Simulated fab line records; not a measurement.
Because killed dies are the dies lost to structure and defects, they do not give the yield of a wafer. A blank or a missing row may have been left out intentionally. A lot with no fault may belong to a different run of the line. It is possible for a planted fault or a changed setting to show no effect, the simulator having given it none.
Split-lot trial :: flow berkeleyCmos170 :: 23 wafers read from 5 lots, route of 331 steps

## SPLIT DETAILS
At UCB170_NLDD_IMPLANT_08, the setting doseCm2 was moved away from the recipe's 5e+13 on 9 of the 23 wafers read, by -4.7% to +3.9%. For the rest of the wafers, this setting stayed at what the recipe calls for.

## FROM THE SPLIT TO THE READING: what the file shows between them, 9 steps
- UCB170_NLDD_IMPLANT_09
- UCB170_NLDD_STRIP_10: strips in O2
- UCB170_PSD_IMPLANT_08 (also split here: energyKev)
- UCB170_PSD_STRIP_09: strips in O2
- UCB170_NSD_IMPLANT_08 (also split here: doseCm2)
- UCB170_NSD_STRIP_09: strips in O2
- UCB170_SDANNEAL_RTA_01: time 5 s (also split here: timeS)
- UCB170_SDANNEAL_RS_MEAS_02: measures by four-point-probe
- UCB170_SDANNEAL_RS_MEAS_03: measures by four-point-probe

## THE READING
At UCB170_SDANNEAL_RS_MEAS_05, a four-point-probe measurement gives NLDD_RS in ohm/sq. On this fab line, fault-free wafers typically give 611.7 ohm/sq with a standard deviation of 1.4 ohm/sq.

wafer: L074.1
tool, chamber at the split: implanter-01, 0
doseCm2 as run: 5.193e+13
against the recipe: +3.9%
NLDD_RS, ohm/sq: 604.2
against lot-mates on the recipe: -8.5

wafer: L074.3
tool, chamber at the split: implanter-01, 0
doseCm2 as run: 5e+13
against the recipe: recipe
NLDD_RS, ohm/sq: 613.2
against lot-mates on the recipe: -

wafer: L074.4
tool, chamber at the split: implanter-01, 0
doseCm2 as run: 5e+13
against the recipe: recipe
NLDD_RS, ohm/sq: 611.8
against lot-mates on the recipe: -

wafer: L074.5
tool, chamber at the split: implanter-01, 0
doseCm2 as run: 5e+13
against the recipe: recipe
NLDD_RS, ohm/sq: 613.1
against lot-mates on the recipe: -

wafer: L074.6
tool, chamber at the split: implanter-01, 0
doseCm2 as run: 5.193e+13
against the recipe: +3.9%
NLDD_RS, ohm/sq: 604.7
against lot-mates on the recipe: -8.0

wafer: L076.1
tool, chamber at the split: implanter-01, 0
doseCm2 as run: 5e+13
against the recipe: recipe
NLDD_RS, ohm/sq: 611.2
against lot-mates on the recipe: -

wafer: L076.2
tool, chamber at the split: implanter-01, 0
doseCm2 as run: 5e+13
against the recipe: recipe
NLDD_RS, ohm/sq: 611.5
against lot-mates on the recipe: -

wafer: L076.3
tool, chamber at the split: implanter-01, 0
doseCm2 as run: 5e+13
against the recipe: recipe
NLDD_RS, ohm/sq: 611.0
against lot-mates on the recipe: -

wafer: L077.1
tool, chamber at the split: implanter-03, 0
doseCm2 as run: 5e+13
against the recipe: recipe
NLDD_RS, ohm/sq: 612.2
against lot-mates on the recipe: -

wafer: L077.2
tool, chamber at the split: implanter-03, 0
doseCm2 as run: 5e+13
against the recipe: recipe
NLDD_RS, ohm/sq: 613.2
against lot-mates on the recipe: -

wafer: L077.4
tool, chamber at the split: implanter-03, 0
doseCm2 as run: 4.857e+13
against the recipe: -2.9%
NLDD_RS, ohm/sq: 619.2
against lot-mates on the recipe: +6.4

wafer: L077.5
tool, chamber at the split: implanter-03, 0
doseCm2 as run: 5e+13
against the recipe: recipe
NLDD_RS, ohm/sq: 613.1
against lot-mates on the recipe: -

wafer: L077.6
tool, chamber at the split: implanter-03, 0
doseCm2 as run: 4.857e+13
against the recipe: -2.9%
NLDD_RS, ohm/sq: 617.8
against lot-mates on the recipe: +5.0

wafer: L079.1
tool, chamber at the split: implanter-04, 0
doseCm2 as run: 5e+13
against the recipe: recipe
NLDD_RS, ohm/sq: 613.9
against lot-mates on the recipe: -

wafer: L079.2
tool, chamber at the split: implanter-04, 0
doseCm2 as run: 5e+13
against the recipe: recipe
NLDD_RS, ohm/sq: 612.9
against lot-mates on the recipe: -

wafer: L079.4
tool, chamber at the split: implanter-04, 0
doseCm2 as run: 4.767e+13
against the recipe: -4.7%
NLDD_RS, ohm/sq: 623.9
against lot-mates on the recipe: +10.7

wafer: L079.5
tool, chamber at the split: implanter-04, 0
doseCm2 as run: 5e+13
against the recipe: recipe
NLDD_RS, ohm/sq: 612.9
against lot-mates on the recipe: -

wafer: L079.6
tool, chamber at the split: implanter-04, 0
doseCm2 as run: 4.767e+13
against the recipe: -4.7%
NLDD_RS, ohm/sq: 623.2
against lot-mates on the recipe: +10.0

wafer: L083.1
tool, chamber at the split: implanter-04, 0
doseCm2 as run: 5e+13
against the recipe: recipe
NLDD_RS, ohm/sq: 610.5
against lot-mates on the recipe: -

wafer: L083.2
tool, chamber at the split: implanter-04, 0
doseCm2 as run: 5.189e+13
against the recipe: +3.8%
NLDD_RS, ohm/sq: 604.0
against lot-mates on the recipe: -5.7

wafer: L083.3
tool, chamber at the split: implanter-04, 0
doseCm2 as run: 5.189e+13
against the recipe: +3.8%
NLDD_RS, ohm/sq: 603.2
against lot-mates on the recipe: -6.5

wafer: L083.5
tool, chamber at the split: implanter-04, 0
doseCm2 as run: 5.189e+13
against the recipe: +3.8%
NLDD_RS, ohm/sq: 602.3
against lot-mates on the recipe: -7.4

wafer: L083.6
tool, chamber at the split: implanter-04, 0
doseCm2 as run: 5e+13
against the recipe: recipe
NLDD_RS, ohm/sq: 608.9
against lot-mates on the recipe: -

FIT RESULTS
A straight line over all 23 wafers: NLDD_RS changes by -2.3 ohm/sq for each +1% of doseCm2; r = -0.98; the points scatter about the line by 1.2 ohm/sq.
The same after taking each lot's own level away (the mean of its wafers on the recipe; 23 wafers): -2.02 ohm/sq for each +1%; r = -0.99; scatter 0.75 ohm/sq.
Per that fit: largest doseCm2 move, reading shift of 9.4 ohm/sq.
The lots' own levels span 609.70 to 613.23 ohm/sq, that is 2.5 times the standard deviation above.
In other words, the slope is changed by the lot-to-lot level; the two fits disagree.
Check: +9.26 ohm/sq against its lot-mates is what the line predicts for one of the wafers moved furthest among these (-4.7%) when that wafer is left out of the fit. It came out at +10.7 ohm/sq against them.

## OTHER SPLITS ON THESE WAFERS
Before the reading, these wafers also passed through other splits. Each is held against what the fit with the lots' levels taken away leaves over:
other split on the same wafers: UCB170_PLDD_COAT_01 resistThkNm
wafers away from the commonest value: 8
r with NLDD_RS (lot level and that fit taken away): +0.02

other split on the same wafers: UCB170_NLDD_COAT_01 resistThkNm
wafers away from the commonest value: 7
r with NLDD_RS (lot level and that fit taken away): +0.11

other split on the same wafers: UCB170_PSD_IMPLANT_08 energyKev
wafers away from the commonest value: 8
r with NLDD_RS (lot level and that fit taken away): -0.43

other split on the same wafers: UCB170_NSD_IMPLANT_08 doseCm2
wafers away from the commonest value: 10
r with NLDD_RS (lot level and that fit taken away): -0.14

other split on the same wafers: UCB170_SDANNEAL_RTA_01 timeS
wafers away from the commonest value: 8
r with NLDD_RS (lot level and that fit taken away): -0.30

## THE FILE'S OWN FIT
NLDD_RS changes by -2.05 ohm/sq for each +1% of doseCm2, r = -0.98.
